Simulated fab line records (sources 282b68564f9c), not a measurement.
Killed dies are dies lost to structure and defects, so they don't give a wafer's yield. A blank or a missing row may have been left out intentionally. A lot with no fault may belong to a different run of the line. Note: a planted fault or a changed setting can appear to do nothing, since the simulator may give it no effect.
fab line records	flow rit-cmos
record: lots: 5	wafers: 23
route steps=202 shown ACTIVE@2 NWELL@29 PWELL@47 WELLDRIVE@50 NRETRO@54 PRETRO@72 GATE@84 NLDD@104 PLDD@116
start-h: hours from the record's opening day to when the first of the lot's shown wafers began	wait-h: time in hours since the lot's previous step	" unchanged from the row above	L1.1+2: a row that stands for several wafers	- either no value or no given start	* or withheld: withheld	< > ~ a bound
route shown NAME@n: a module of which the file shows steps, and the number in the route of the first	usual: mean/standard deviation of fault-free wafers	same: alike in all rows	chamber/n: place in a boat	sites: the reading at each site	_std_site: the standard deviation of these	_edge_site: outer sites' mean less inner sites'	radius-mm: how far each site lies from the wafer's centre	mask NAME#n: copy n	behind: tool/chamber where the wafer was last shaped	hold: cause of the lot's hold/its duration in hours/its outcome	device: the transistor (n, p or np) that didn't switch	end of line: the same wafers' tests at the end of the route	a step without rows: its recipe alone	killed: not the wafer's yield, but the dies lost to structure and defects at the first sort	map: the dies of a wafer, with x for killed, . for not killed, _ for no die there
set.NAME: setting as actually run; set.NAME@STEP: the setting as run at that earlier step	model.NAME: the simulator's own value behind a step, which no gauge read
lots with deliberately changed settings; one table per step, one row per wafer
== steps ==
step: RIT_ACTIVE_OXIDATION_01
recipe: temp-c: 1000	ambient: O2	target-thk-a: 468	ox-time-s: 3360
lot.wafer	tool	chamber	start-h	wait-h	set.ox-time-s	model.SiO2_of_ACTIVE_OXIDATION_01.thk-nm
L075.1	-	-	-	0.3	3360	45.38
L075.2	"	-	"	"	3360	45.73
L075.3	"	-	"	"	3360	45.35
L075.4	"	-	"	"	3360	45.95
L075.5	"	-	"	"	3360	45.62
L076.1	furnace-03	0	20.12	0.1	3360	47.47
L076.4	"	0	"	"	3360	47.71
L076.5	"	0	"	"	3360	47.7
L080.1	-	-	-	0.1	3043	42.94
L080.2	"	-	"	"	3043	43.31
L080.3	"	-	"	"	3043	42.98
L080.4	"	-	"	"	3043	43.24
L080.5	"	-	"	"	3043	42.63
L082.1	-	-	-	0.1	3621	48.21
L082.2	"	-	"	"	3621	47.81
L082.3	"	-	"	"	3621	48.82
L082.4	"	-	"	"	3621	47.82
L082.5	"	-	"	"	3621	48.51
L085.2	-	-	-	0.1	3360	45.83
L085.3	"	-	"	"	3360	46.55
L085.4	"	-	"	"	3360	46.09
L085.5	"	-	"	"	3360	46.58
L085.6	"	-	"	"	3360	45.98
step: RIT_NWELL_COAT_01
recipe: resist: NOVOLAK	spin-rpm: 2000	resist-thk-nm: 1300
lot.wafer	tool	chamber	start-h	wait-h	set.spin-rpm	model.NOVOLAK_of_NWELL_COAT_01.thk-nm
L075.1	litho-track-02	0	25.64	0.1	2000	1307
L075.2	"	0	"	"	2000	1304
L075.3+5	"	0	"	"	2000	1308
L075.4	"	0	"	"	2000	1306
L076.1	litho-track-02	0	29.56	0.1	2000	1295
L076.4	"	0	"	"	2000	1299
L076.5	"	0	"	"	2000	1297
L080.1	litho-track-03	0	49.63	0.1	2131	1261
L080.2	"	0	"	"	2000	1300
L080.3+5	"	0	"	"	2131	1260
L080.4	"	0	"	"	2000	1301
L082.1	litho-track-02	0	60.54	0.1	1858	1347
L082.2	"	0	"	"	2000	1299
L082.3	"	0	"	"	1858	1346
L082.4	"	0	"	"	2000	1297
L082.5	"	0	"	"	1858	1343
L085.2	litho-track-03	0	74.49	0.1	2000	1302
L085.3+5	"	0	"	"	2000	1301
L085.4	"	0	"	"	2000	1305
L085.6	"	0	"	"	2000	1303
step: RIT_NWELL_SOFTBAKE_02
recipe: resist: NOVOLAK	temp-c: 90	time-s: 60
step: RIT_NWELL_EXPOSE_03
recipe: mask-id: M2	na: 0.57	target-cd-nm: 43900	dose-mj: 250
step: RIT_NWELL_DEVELOP_05
recipe: resist: NOVOLAK	develop-time-s: 68	dev-temp-c: 23
step: RIT_NWELL_HARDBAKE_07
recipe: resist: NOVOLAK	temp-c: 140	time-s: 120
lot.wafer	tool	chamber	start-h	wait-h	set.spin-rpm@NWELL_COAT_01	model.NOVOLAK_of_NWELL_COAT_01.thk-nm
L075.1	litho-track-03	0	26.41	0.0	2000	1143
L075.2	"	0	"	"	2000	1140
L075.3+5	"	0	"	"	2000	1144
L075.4	"	0	"	"	2000	1142
L076.1	litho-track-04	0	30.33	0.0	2000	1132
L076.4	"	0	"	"	2000	1136
L076.5	"	0	"	"	2000	1134
L080.1	litho-track-02	0	50.40	0.0	2131	1103
L080.2	"	0	"	"	2000	1137
L080.3+5	"	0	"	"	2131	1102
L080.4	"	0	"	"	2000	1138
L082.1	litho-track-03	0	61.49	0.0	1858	1178
L082.2	"	0	"	"	2000	1136
L082.3	"	0	"	"	1858	1177
L082.4	"	0	"	"	2000	1134
L082.5	"	0	"	"	1858	1174
L085.2+3+5	litho-track-04	0	75.40	0.1	2000	1138
L085.4	"	0	"	"	2000	1141
L085.6	"	0	"	"	2000	1140
step: RIT_NWELL_IMPLANT_08
recipe: species: P	energy-kev: 170	dose-cm2: 5e+13	tilt-deg: 7
lot.wafer	tool	chamber	start-h	wait-h	set.dose-cm2
L075.1+2+3+4+5	implanter-04	0	26.66	0.2	5e+13
L076.1+4+5	implanter-01	0	30.58	0.2	5e+13
L080.1+3+4	implanter-01	0	50.65	0.2	5e+13
L080.2+5	"	0	"	"	5.29e+13
L082.1+3+4	implanter-04	0	61.74	0.2	4.853e+13
L082.2+5	"	0	"	"	5e+13
L085.2+3+5	implanter-04	0	75.63	0.2	5e+13
L085.4+6	"	0	"	"	5.256e+13
step: RIT_NWELL_STRIP_09
recipe: chemistry: O2	time-s: 180	resist: NOVOLAK	platen-temp-c: withheld	power-w: 500	pressure-mtorr: 4000	o2-flow-sccm: 4000
step: RIT_NWELL_TW_MEAS_10
usual: NWELL_TW: 2161/16
lot.wafer	tool	chamber	start-h	wait-h	set.dose-cm2@NWELL_IMPLANT_08	NWELL_TW
L075.1	film-metro-01	-	26.98	0.1	5e+13	2148
L075.2	"	-	"	"	5e+13	2152
L075.3	"	-	"	"	5e+13	2158
L075.4	"	-	"	"	5e+13	2157
L075.5	"	-	"	"	5e+13	2148
L076.1	film-metro-01	-	30.90	0.1	5e+13	2149
L076.4	"	-	"	"	5e+13	2153
L076.5	"	-	"	"	5e+13	2156
L080.1	film-metro-01	-	50.97	0.1	5e+13	2157
L080.2	"	-	"	"	5.29e+13	2198
L080.3	"	-	"	"	5e+13	2151
L080.4	"	-	"	"	5e+13	2154
L080.5	"	-	"	"	5.29e+13	2194
L082.1	film-metro-01	-	62.07	0.1	4.853e+13	2136
L082.2	"	-	"	"	5e+13	2161
L082.3	"	-	"	"	4.853e+13	2146
L082.4	"	-	"	"	4.853e+13	2127
L082.5	"	-	"	"	5e+13	2164
L085.2	film-metro-02	-	75.94	0.1	5e+13	2182
L085.3	"	-	"	"	5e+13	2181
L085.4	"	-	"	"	5.256e+13	2210
L085.5	"	-	"	"	5e+13	2171
L085.6	"	-	"	"	5.256e+13	2205
step: RIT_PWELL_IMPLANT_08
recipe: species: B	energy-kev: 170	dose-cm2: 7e+13	tilt-deg: 7
lot.wafer	tool	chamber	start-h	wait-h	set.dose-cm2
L075.1+3	implanter-03	0	28.33	0.2	6.48e+13
L075.2+4+5	"	0	"	"	7e+13
L076.1+4+5	implanter-04	0	32.13	0.2	7e+13
L080.1+4+5	implanter-02	0	52.32	0.2	6.767e+13
L080.2+3	"	0	"	"	7e+13
L082.1+2+3+4+5	implanter-02	0	63.42	0.2	7e+13
L085.2+3	implanter-02	0	77.19	0.2	7.377e+13
L085.4+5+6	"	0	"	"	7e+13
step: RIT_PWELL_STRIP_09
recipe: chemistry: O2	time-s: 180	resist: NOVOLAK	platen-temp-c: withheld	power-w: 500	pressure-mtorr: 4000	o2-flow-sccm: 4000
step: RIT_PWELL_TW_MEAS_10
usual: PWELL_TW: 953/8.8
lot.wafer	tool	chamber	start-h	wait-h	set.dose-cm2@PWELL_IMPLANT_08	PWELL_TW
L075.1	film-metro-01	-	28.66	0.1	6.48e+13	933
L075.2	"	-	"	"	7e+13	960
L075.3	"	-	"	"	6.48e+13	934
L075.4	"	-	"	"	7e+13	954
L075.5	"	-	"	"	7e+13	960
L076.1	film-metro-01	-	32.45	0.1	7e+13	958
L076.4	"	-	"	"	7e+13	953
L076.5	"	-	"	"	7e+13	959
L080.1	film-metro-01	-	52.65	0.1	6.767e+13	948
L080.2	"	-	"	"	7e+13	953
L080.3	"	-	"	"	7e+13	959
L080.4	"	-	"	"	6.767e+13	950
L080.5	"	-	"	"	6.767e+13	946
L082.1	film-metro-01	-	63.74	0.1	7e+13	954
L082.2	"	-	"	"	7e+13	957
L082.3	"	-	"	"	7e+13	956
L082.4	"	-	"	"	7e+13	956
L082.5	"	-	"	"	7e+13	958
L085.2	film-metro-04	-	77.50	0.1	7.377e+13	963
L085.3	"	-	"	"	7.377e+13	959
L085.4	"	-	"	"	7e+13	947
L085.5	"	-	"	"	7e+13	951
L085.6	"	-	"	"	7e+13	944
step: RIT_WELLDRIVE_ANNEAL_00
recipe: temp-c: 1100	time-s: 14700	ambient: N2
step: RIT_WELLDRIVE_RS_MEAS_01
recipe: thk-meas-gauge: four-point-probe
usual: NWELL_RS: 275.5/0.73
lot.wafer	tool	chamber	start-h	wait-h	set.dose-cm2@NWELL_IMPLANT_08	NWELL_RS[ohm/sq]
L075.1	film-metro-02	-	33.80	0.0	5e+13	276.5
L075.2	"	-	"	"	5e+13	276.3
L075.3	"	-	"	"	5e+13	276.2
L075.4	"	-	"	"	5e+13	275.9
L075.5	"	-	"	"	5e+13	276.4
L076.1	film-metro-01	-	37.83	0.0	5e+13	276.2
L076.4	"	-	"	"	5e+13	276.0
L076.5	"	-	"	"	5e+13	275.9
L080.1	film-metro-04	-	58.22	0.0	5e+13	276.4
L080.2	"	-	"	"	5.29e+13	267.5
L080.3	"	-	"	"	5e+13	275.4
L080.4	"	-	"	"	5e+13	276.0
L080.5	"	-	"	"	5.29e+13	267.8
L082.1	film-metro-04	-	69.53	0.0	4.853e+13	280.7
L082.2	"	-	"	"	5e+13	274.8
L082.3	"	-	"	"	4.853e+13	280.2
L082.4	"	-	"	"	4.853e+13	280.7
L082.5	"	-	"	"	5e+13	275.2
L085.2	film-metro-04	-	82.65	0.0	5e+13	276.1
L085.3	"	-	"	"	5e+13	275.3
L085.4	"	-	"	"	5.256e+13	266.9
L085.5	"	-	"	"	5e+13	276.0
L085.6	"	-	"	"	5.256e+13	267.1
step: RIT_WELLDRIVE_RS_MEAS_02
recipe: thk-meas-gauge: four-point-probe
usual: PWELL_RS: 429.8/0.94
lot.wafer	tool	chamber	start-h	wait-h	set.dose-cm2@PWELL_IMPLANT_08	PWELL_RS[ohm/sq]
L075.1	film-metro-02	-	33.92	0.1	6.48e+13	450.9
L075.2	"	-	"	"	7e+13	431.6
L075.3	"	-	"	"	6.48e+13	451.9
L075.4	"	-	"	"	7e+13	430.2
L075.5	"	-	"	"	7e+13	430.1
L076.1	film-metro-01	-	37.95	0.1	7e+13	430.0
L076.4	"	-	"	"	7e+13	431.5
L076.5	"	-	"	"	7e+13	430.6
L080.1	film-metro-04	-	58.34	0.1	6.767e+13	437.3
L080.2	"	-	"	"	7e+13	430.5
L080.3	"	-	"	"	7e+13	428.7
L080.4	"	-	"	"	6.767e+13	439.1
L080.5	"	-	"	"	6.767e+13	439.7
L082.1	film-metro-04	-	69.65	0.1	7e+13	431.1
L082.2	"	-	"	"	7e+13	431.2
L082.3	"	-	"	"	7e+13	430.3
L082.4	"	-	"	"	7e+13	430.0
L082.5	"	-	"	"	7e+13	429.3
L085.2	film-metro-04	-	82.77	0.1	7.377e+13	414.2
L085.3	"	-	"	"	7.377e+13	415.6
L085.4	"	-	"	"	7e+13	429.2
L085.5	"	-	"	"	7e+13	430.4
L085.6	"	-	"	"	7e+13	429.2
step: RIT_NRETRO_COAT_01
recipe: resist: NOVOLAK	spin-rpm: 2000	resist-thk-nm: 1300
lot.wafer	tool	chamber	start-h	wait-h	set.spin-rpm	model.NOVOLAK_of_NRETRO_COAT_01.thk-nm
L075.1+5	litho-track-02	0	34.19	0.1	1922	1326
L075.2	"	0	"	"	2000	1303
L075.3	"	0	"	"	2000	1304
L075.4	"	0	"	"	2000	1298
L076.1	litho-track-01	0	38.22	0.1	2000	1295
L076.4	"	0	"	"	2000	1300
L076.5	"	0	"	"	2000	1296
L080.1	litho-track-04	0	58.61	0.1	2115	1266
L080.2	"	0	"	"	2000	1296
L080.3	"	0	"	"	2000	1297
L080.4	"	0	"	"	2000	1300
L080.5	"	0	"	"	2115	1261
L082.1	litho-track-04	0	69.92	0.1	2000	1301
L082.2	"	0	"	"	2000	1300
L082.3+5	"	0	"	"	2000	1297
L082.4	"	0	"	"	2000	1302
L085.2+6	litho-track-04	0	83.14	0.1	2000	1299
L085.3	"	0	"	"	2000	1297
L085.4	"	0	"	"	2000	1298
L085.5	"	0	"	"	2000	1294
step: RIT_NRETRO_SOFTBAKE_02
recipe: resist: NOVOLAK	temp-c: 90	time-s: 60
step: RIT_NRETRO_EXPOSE_03
recipe: mask-id: M4	na: 0.57	target-cd-nm: 43900	dose-mj: 250
step: RIT_NRETRO_DEVELOP_05
recipe: resist: NOVOLAK	develop-time-s: 68	dev-temp-c: 23
step: RIT_NRETRO_HARDBAKE_07
recipe: resist: NOVOLAK	temp-c: 140	time-s: 120
lot.wafer	tool	chamber	start-h	wait-h	set.spin-rpm@NRETRO_COAT_01	model.NOVOLAK_of_NRETRO_COAT_01.thk-nm
L075.1	litho-track-04	0	34.96	0.0	1922	1160
L075.2	"	0	"	"	2000	1139
L075.3	"	0	"	"	2000	1140
L075.4	"	0	"	"	2000	1135
L075.5	"	0	"	"	1922	1159
L076.1+5	litho-track-01	0	39.11	0.0	2000	1133
L076.4	"	0	"	"	2000	1137
L080.1	litho-track-01	0	59.50	0.0	2115	1107
L080.2+3	"	0	"	"	2000	1134
L080.4	"	0	"	"	2000	1137
L080.5	"	0	"	"	2115	1103
L082.1+2	litho-track-01	0	70.81	0.0	2000	1137
L082.3+5	"	0	"	"	2000	1135
L082.4	"	0	"	"	2000	1139
L085.2+6	litho-track-04	0	84.05	0.1	2000	1136
L085.3	"	0	"	"	2000	1134
L085.4	"	0	"	"	2000	1135
L085.5	"	0	"	"	2000	1132
step: RIT_NRETRO_IMPLANT_08
recipe: species: P	energy-kev: 70	dose-cm2: 1e+13	tilt-deg: 7
lot.wafer	tool	chamber	start-h	wait-h	set.energy-kev	model.implant.rp-nm	model.implant.drp-nm
L075.1+3+4	implanter-03	0	35.21	0.2	73.66	86.11	35.42
L075.2+5	"	0	"	"	70	81.72	33.94
L076.1+4+5	implanter-01	0	39.36	0.2	70	87.99	33.94
L080.1+4	implanter-03	0	59.75	0.2	67.26	83.71	32.8
L080.2+3+5	"	0	"	"	70	87.22	33.94
L082.1+2+3+4+5	implanter-03	0	71.06	0.2	70	87.02	33.94
L085.2+3+4+5+6	implanter-01	0	84.28	0.2	70	82.56	33.94
step: RIT_PRETRO_IMPLANT_08
recipe: species: B	energy-kev: 45	dose-cm2: 1.2e+13	tilt-deg: 7
lot.wafer	tool	chamber	start-h	wait-h	set.energy-kev	model.implant.rp-nm	model.implant.drp-nm
L075.1+2+4	implanter-02	0	36.76	0.2	45	147.3	55.07
L075.3+5	"	0	"	"	46.66	152.4	56.26
L076.1+4+5	implanter-03	0	41.04	0.2	45	145	55.07
L080.1+2	implanter-01	0	61.44	0.2	44.07	140.5	54.39
L080.3+4+5	"	0	"	"	45	143.3	55.07
L082.1+5	implanter-03	0	72.73	0.2	45	146.8	55.07
L082.2+3+4	"	0	"	"	47.63	154.9	56.94
L085.2+6	implanter-02	0	85.96	0.2	45	142.6	55.07
L085.3+4+5	"	0	"	"	43.06	136.8	53.64
step: RIT_GATE_CVD_08
recipe: material: poly-Si	target-thk-nm: 250	temp-c: 610	precursor: SiH4	time-s: 2220	pressure-mtorr: 300	sih4-flow-sccm: 100
lot.wafer	tool	chamber	start-h	wait-h	set.temp-c	model.poly-Si_of_GATE_CVD_08.thk-nm
L075.1	-	-	-	0.1	598.5	189
L075.2	"	-	"	"	598.5	188.2
L075.3	"	-	"	"	598.5	187.7
L075.4	"	-	"	"	598.5	186.2
L075.5	"	-	"	"	598.5	189.6
L076.1	lpcvd-01	0	46.36	0.1	610	246.3
L076.4	"	0	"	"	610	247.5
L076.5	"	0	"	"	610	247
L080.1	-	-	-	0.1	605	217
L080.2	"	-	"	"	605	220.3
L080.3	"	-	"	"	605	219.5
L080.4	"	-	"	"	605	219.3
L080.5	"	-	"	"	605	219.6
L082.1	-	-	-	0.1	610	249
L082.2	"	-	"	"	610	248.7
L082.3	"	-	"	"	610	248.9
L082.4	"	-	"	"	610	248.3
L082.5	"	-	"	"	610	249.7
L085.2	-	-	-	0.0	626.7	365.8
L085.3	"	-	"	"	626.7	367
L085.4	"	-	"	"	626.7	368.1
L085.5	"	-	"	"	626.7	366.8
L085.6	"	-	"	"	626.7	366.2
step: RIT_GATE_THK_MEAS_09
recipe: reads: poly-Si_of_GATE_CVD_08
usual: GATE_POLY_THK: 248.7/2.3
lot.wafer	tool	chamber	start-h	wait-h	set.temp-c@GATE_CVD_08	GATE_POLY_THK[nm]
L075.1	film-metro-04	-	-	-	598.5	189.1
L075.2	"	-	"	"	598.5	188.4
L075.3	"	-	"	"	598.5	187.8
L075.4	"	-	"	"	598.5	186.3
L075.5	"	-	"	"	598.5	189.5
L076.1	film-metro-03	-	47.98	0.0	610	246.0
L076.4	"	-	"	"	610	247.4
L076.5	"	-	"	"	610	247.3
L080.1	film-metro-01	-	-	-	605	216.9
L080.2	"	-	"	"	605	220.3
L080.3	"	-	"	"	605	219.6
L080.4	"	-	"	"	605	219.2
L080.5	"	-	"	"	605	219.7
L082.1	film-metro-04	-	-	-	610	248.8
L082.2	"	-	"	"	610	248.9
L082.3	"	-	"	"	610	248.8
L082.4	"	-	"	"	610	248.5
L082.5	"	-	"	"	610	249.6
L085.2	film-metro-01	-	-	-	626.7	365.8
L085.3	"	-	"	"	626.7	366.9
L085.4	"	-	"	"	626.7	367.9
L085.5	"	-	"	"	626.7	366.7
L085.6	"	-	"	"	626.7	366.1
step: RIT_GATE_ETCH_19
recipe: chemistry: SF6/CHF3/O2	time-s: 165	SF6_flow_sccm: 30	CHF3_flow_sccm: 30	O2_flow_sccm: 5	target: poly-Si	pressure-mtorr: 40	rf-w: 160	target-depth-a: 3125	over-etch-frac: 0.25	stop-on: SiO2
usual: oes-product-au: 0.845/0.013
lot.wafer	tool	chamber	start-h	wait-h	set.rf-w	set.temp-c@GATE_CVD_08	oes-product-au
L075.1	rie-si-02	1	42.06	0.1	160	598.5	0.706
L075.2	"	0	"	"	160	598.5	0.714
L075.3	"	2	"	"	167.2	598.5	0.692
L075.4	"	3	"	"	167.2	598.5	0.696
L075.5	"	2	"	"	167.2	598.5	0.707
L076.1	rie-si-01	2	49.19	0.1	160	610	0.840
L076.4	"	3	"	"	160	610	0.840
L076.5	"	2	"	"	160	610	0.837
L080.1	rie-si-01	1	68.73	0.1	160	605	0.777
L080.2	"	3	"	"	160	605	0.769
L080.3	"	2	"	"	160	605	0.768
L080.4	"	0	"	"	160	605	0.761
L080.5	"	0	"	"	160	605	0.755
L082.1	rie-si-01	1	78.03	0.1	173.4	610	0.861
L082.2	"	2	"	"	160	610	0.835
L082.3	"	3	"	"	160	610	0.847
L082.4	"	0	"	"	173.4	610	0.833
L082.5	"	3	"	"	173.4	610	0.844
L085.2	rie-si-02	2	91.31	0.1	147.5	626.7	0.924
L085.3	"	0	"	"	147.5	626.7	0.944
L085.4	"	1	"	"	160	626.7	1.009
L085.5	"	2	"	"	160	626.7	0.973
L085.6	"	1	"	"	147.5	626.7	0.941
step: RIT_NLDD_COAT_01
recipe: resist: NOVOLAK	spin-rpm: 3250	resist-thk-nm: 1000
lot.wafer	tool	chamber	start-h	wait-h	set.resist-thk-nm	model.NOVOLAK_of_NLDD_COAT_01.thk-nm
L075.1+3	litho-track-03	0	46.50	0.1	1038	1040
L075.2	"	0	"	"	1000	1000
L075.4	"	0	"	"	1038	1038
L075.5	"	0	"	"	1000	1002
L076.1	litho-track-03	0	52.74	0.1	1000	1000
L076.4	"	0	"	"	1000	1002
L076.5	"	0	"	"	1000	1003
L080.1	litho-track-01	0	72.28	0.1	1000	995.2
L080.2+4	"	0	"	"	1000	996.8
L080.3	"	0	"	"	1000	998.3
L080.5	"	0	"	"	1000	997.8
L082.1	litho-track-01	0	81.58	0.1	1000	997.4
L082.2	"	0	"	"	1000	998.1
L082.3	"	0	"	"	1000	998
L082.4	"	0	"	"	1000	994.9
L082.5	"	0	"	"	1000	997.2
L085.2	litho-track-03	0	94.88	0.1	1000	996
L085.3	"	0	"	"	1051	1050
L085.4	"	0	"	"	1000	998.3
L085.5	"	0	"	"	1051	1045
L085.6	"	0	"	"	1051	1049
step: RIT_PLDD_SOFTBAKE_02
recipe: resist: NOVOLAK	temp-c: 90	time-s: 60
lot.wafer	tool	chamber	start-h	wait-h	set.temp-c
L075.1+3	litho-track-02	0	48.15	0.1	90
L075.2+4+5	"	0	"	"	87.01
L076.1+4+5	litho-track-01	0	54.44	0.1	90
L080.1+3	litho-track-02	0	73.97	0.1	87.52
L080.2+4+5	"	0	"	"	90
L082.1+2+3+4+5	litho-track-01	0	83.28	0.1	90
L085.2+6	litho-track-02	0	96.46	0.1	90
L085.3+4+5	"	0	"	"	87.62
step: RIT_PLDD_EXPOSE_03
recipe: mask-id: M8	na: 0.57	target-cd-nm: 40900	dose-mj: 250
step: RIT_PLDD_PEB_04
recipe: resist: NOVOLAK	temp-c: withheld	time-s: withheld
step: RIT_PLDD_DEVELOP_05
recipe: resist: NOVOLAK	develop-time-s: 50	dev-temp-c: 23
lot.wafer	tool	chamber	start-h	wait-h	set.temp-c@PLDD_SOFTBAKE_02	model.NOVOLAK_of_PLDD_COAT_01.thk-nm
L075.1+3	litho-track-02	0	-	-	90	1002
L075.2	"	0	"	"	87.01	1009
L075.4	"	0	"	"	87.01	1008
L075.5	"	0	"	"	87.01	1010
L076.1	litho-track-04	0	-	-	90	1001
L076.4	"	0	"	"	90	1005
L076.5	"	0	"	"	90	1000
L080.1	litho-track-01	0	-	-	87.52	1005
L080.2	"	0	"	"	90	999.5
L080.3	"	0	"	"	87.52	1008
L080.4	"	0	"	"	90	997.4
L080.5	"	0	"	"	90	997.8
L082.1	litho-track-02	0	-	-	90	1001
L082.2	"	0	"	"	90	996.3
L082.3	"	0	"	"	90	996.4
L082.4	"	0	"	"	90	999.5
L082.5	"	0	"	"	90	997.6
L085.2	litho-track-04	0	-	-	90	1001
L085.3+5	"	0	"	"	87.62	1007
L085.4	"	0	"	"	87.62	1006
L085.6	"	0	"	"	90	1003
step: RIT_PLDD_IMPLANT_08
recipe: species: BF2	energy-kev: 20	dose-cm2: 9e+14	tilt-deg: 7
lot.wafer	tool	chamber	start-h	wait-h	set.dose-cm2
L075.1+2+3+4+5	implanter-02	0	48.88	0.1	9e+14
L076.1+4+5	implanter-02	0	55.17	0.1	9e+14
L080.1+2+3	implanter-03	0	74.71	0.1	9e+14
L080.4+5	"	0	"	"	9.495e+14
L082.1+2+4	implanter-02	0	84.02	0.1	9e+14
L082.3+5	"	0	"	"	9.37e+14
L085.2+3	implanter-03	0	97.45	0.1	9e+14
L085.4+5+6	"	0	"	"	9.647e+14
== key ==
split: step: RIT_ACTIVE_OXIDATION_01	setting: ox-time-s	stated: 3360	by: lot
response: step: RIT_ACTIVE_OXIDATION_01	reading: model.SiO2_of_ACTIVE_OXIDATION_01.thk-nm	change: +0.306	per: 1%	r: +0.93
split: step: RIT_NWELL_COAT_01	setting: spin-rpm	stated: 2000	by: wafer
response: step: RIT_NWELL_COAT_01	reading: model.NOVOLAK_of_NWELL_COAT_01.thk-nm	change: -6.47	per: 1%	r: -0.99
response: step: RIT_NWELL_HARDBAKE_07	reading: model.NOVOLAK_of_NWELL_COAT_01.thk-nm	change: -5.58	per: 1%	r: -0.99
split: step: RIT_NWELL_IMPLANT_08	setting: dose-cm2	stated: 5e+13	by: wafer
response: step: RIT_NWELL_TW_MEAS_10	reading: NWELL_TW	change: +6.9	per: 1%	r: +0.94
response: step: RIT_WELLDRIVE_RS_MEAS_01	reading: NWELL_RS	change: -1.6	per: 1%	r: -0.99
split: step: RIT_PWELL_IMPLANT_08	setting: dose-cm2	stated: 7e+13	by: wafer
response: step: RIT_PWELL_TW_MEAS_10	reading: PWELL_TW	change: +2.99	per: 1%	r: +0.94
response: step: RIT_WELLDRIVE_RS_MEAS_02	reading: PWELL_RS	change: -2.77	per: 1%	r: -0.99
split: step: RIT_NRETRO_COAT_01	setting: spin-rpm	stated: 2000	by: wafer
response: step: RIT_NRETRO_COAT_01	reading: model.NOVOLAK_of_NRETRO_COAT_01.thk-nm	change: -6.07	per: 1%	r: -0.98
response: step: RIT_NRETRO_HARDBAKE_07	reading: model.NOVOLAK_of_NRETRO_COAT_01.thk-nm	change: -5.23	per: 1%	r: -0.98
split: step: RIT_NRETRO_IMPLANT_08	setting: energy-kev	stated: 70	by: wafer
response: step: RIT_NRETRO_IMPLANT_08	reading: model.implant.rp-nm	change: +0.86	per: 1%	r: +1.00
response: step: RIT_NRETRO_IMPLANT_08	reading: model.implant.drp-nm	change: +0.286	per: 1%	r: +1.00
split: step: RIT_PRETRO_IMPLANT_08	setting: energy-kev	stated: 45	by: wafer
response: step: RIT_PRETRO_IMPLANT_08	reading: model.implant.rp-nm	change: +1.38	per: 1%	r: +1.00
response: step: RIT_PRETRO_IMPLANT_08	reading: model.implant.drp-nm	change: +0.324	per: 1%	r: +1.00
split: step: RIT_GATE_CVD_08	setting: temp-c	stated: 610	by: lot
response: step: RIT_GATE_CVD_08	reading: model.poly-Si_of_GATE_CVD_08.thk-nm	change: +39.4	per: 1%	r: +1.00
response: step: RIT_GATE_THK_MEAS_09	reading: GATE_POLY_THK	change: +39.3	per: 1%	r: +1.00
response: step: RIT_GATE_ETCH_19	reading: oes-product-au	change: +0.0549	per: 1%	r: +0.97
split: step: RIT_GATE_ETCH_19	setting: rf-w	stated: 160	by: wafer
response none clear
split: step: RIT_NLDD_COAT_01	setting: resist-thk-nm	stated: 1000	by: wafer
response: step: RIT_NLDD_COAT_01	reading: model.NOVOLAK_of_NLDD_COAT_01.thk-nm	change: +10.1	per: 1%	r: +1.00
split: step: RIT_PLDD_SOFTBAKE_02	setting: temp-c	stated: 90	by: wafer
response: step: RIT_PLDD_DEVELOP_05	reading: model.NOVOLAK_of_PLDD_COAT_01.thk-nm	change: -2.3	per: 1%	r: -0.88
split: step: RIT_PLDD_IMPLANT_08	setting: dose-cm2	stated: 9e+14	by: wafer
response none in this file
